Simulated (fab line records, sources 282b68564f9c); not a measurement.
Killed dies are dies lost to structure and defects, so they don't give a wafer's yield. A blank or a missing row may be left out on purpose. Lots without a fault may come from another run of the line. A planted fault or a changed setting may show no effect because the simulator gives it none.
A struck lot beside a sound one | flow rit_cmos | 17 steps out of a route of 202
Sound: wafers L907.2, L907.4, L907.6. Struck: wafers L900.1, L900.2, L900.5. The cause comes at the end.
At each step with rows: each side's tool, then ch and its chambers, then its first start. Under that, the readings that differ: sound wafers | struck wafers | difference of the means | sigmas: that difference in standard deviations of wafers without a fault.
alike: readings whose means differ by less than 2 such deviations, and words and numbers that are the same on both sides. not compared: withheld readings, readings that some wafer has no value for, bounds like >300 that may hide the same value, and numbers for which the record gives no deviation and whose values overlap.
The two part at a step that has a row with sigmas, a row that says differs or no value, or rows on one side only. Numbers that don't overlap but have no deviation are shown without sigmas and don't part them. A reading that every wafer of one side lacks parts them only if that side has two wafers or more.

first, 1 step without rows for these wafers: RIT_ACTIVE_OXIDATION_01 (target thk 46.8 nm, ox time 3360 s).
RIT_ACTIVE_THK_MEAS_02:
  sound on film_metro-01, day 5 06:42; struck on film_metro-04, day 3 19:03
  alike: ACTIVE_OXIDE_THK
then, 1 step without rows for these wafers: RIT_ACTIVE_CVD_03 (deposits Si3N4 from SiH2Cl2/NH3, target thk 150 nm, time 1500 s).
RIT_ACTIVE_THK_MEAS_04:
  sound on film_metro-04, day 5 08:11; struck on film_metro-02, day 3 20:32
  alike: ACTIVE_NITRIDE_THK
then, 6 steps without rows for these wafers: RIT_ACTIVE_HMDS_05 (prime time 60 s); RIT_ACTIVE_COAT_06 (resist thk 1000 nm); RIT_ACTIVE_SOFTBAKE_07 (time 60 s); RIT_ACTIVE_EXPOSE_08 (exposes mask M1, target cd 1400 nm); RIT_ACTIVE_PEB_09; RIT_ACTIVE_DEVELOP_10 (develop time 50 s).
RIT_ACTIVE_CD_MEAS_11: target cd 1400 nm.
  sound on cd_sem-01, day 5 09:14; struck on cd_sem-02, day 3 21:26
  alike: cd_nm
then, 1 step without rows for these wafers: RIT_ACTIVE_HARDBAKE_12 (time 60 s).
RIT_ACTIVE_ETCH_13: etches Si3N4 in SF6, stops on SiO2, time 210 s, target depth 210 nm.
  sound on rie_diel-02 ch 0,3, day 5 09:29; struck on rie_diel-04 ch 0,1,2, day 3 21:43
  no value came back on the struck wafers for any of 5 readings (SF6_flow_sccm (sccm), chamber_pressure_mTorr (mTorr) and others); on the sound wafers SF6_flow_sccm (sccm) reads 199.8 199.0 200.8
  reading                                       | sound             | struck            | difference | sigmas
  model.NOVOLAK_of_ACTIVE_COAT_06.thk_nm (nm)   | 659.3 646.3 653.5 | 884.6 885.4 885.6 | +232.2     |
  model.SiO2_of_ACTIVE_OXIDATION_01.thk_nm (nm) | 46.65 45.14 46.44 | 47.05 47.81 47.55 | +1.39      |
  not compared: rf_hours_counter_h
RIT_ACTIVE_STRIP_14: strips in O2, time 180 s.
  sound on plasma_asher-02 ch 0,1, day 5 09:37; struck on plasma_asher-01 ch 0,1, day 3 21:50
  alike: chamber_pressure_mTorr, drypump_motor_current_A
  not compared: rf_hours_counter_h
RIT_ACTIVE_CD_MEAS_90: target cd 1400 nm.
  sound on cd_sem-01, day 5 09:49; struck on cd_sem-02, day 3 22:01
  reading    | sound                | struck | difference                    | sigmas
  cd_nm (nm) | 1401.8 1400.4 1400.7 | - - -  | no value on the struck wafers |
then, 1 step without rows for these wafers: RIT_ACTIVE_CLEAN_15 (cleans in SC1, time 600 s).
RIT_M1_PROBE_99:
  sound on prober-02, day 7 15:14; struck on prober-02, day 5 21:51
  reading             | sound | struck                                                               | difference                   | sigmas
  hold                | - - - | await_dispo/4.3h/scrap await_dispo/4.3h/scrap await_dispo/4.3h/scrap | no value on the sound wafers |
  killed_at_front_end | 6 3 3 | 264 264 264                                                          | +260                         | +93
  killed_dies         | 6 3 3 | 264 264 264                                                          | +260                         | +96
  killed_on_rim       | 1 0 1 | 70 70 70                                                             | +69                          | +53
  alike: killed_at_contacts, killed_open, killed_short

WHERE THEY PART
First at RIT_ACTIVE_ETCH_13; last, within this record, at RIT_M1_PROBE_99.

WHY: what the simulator had put in
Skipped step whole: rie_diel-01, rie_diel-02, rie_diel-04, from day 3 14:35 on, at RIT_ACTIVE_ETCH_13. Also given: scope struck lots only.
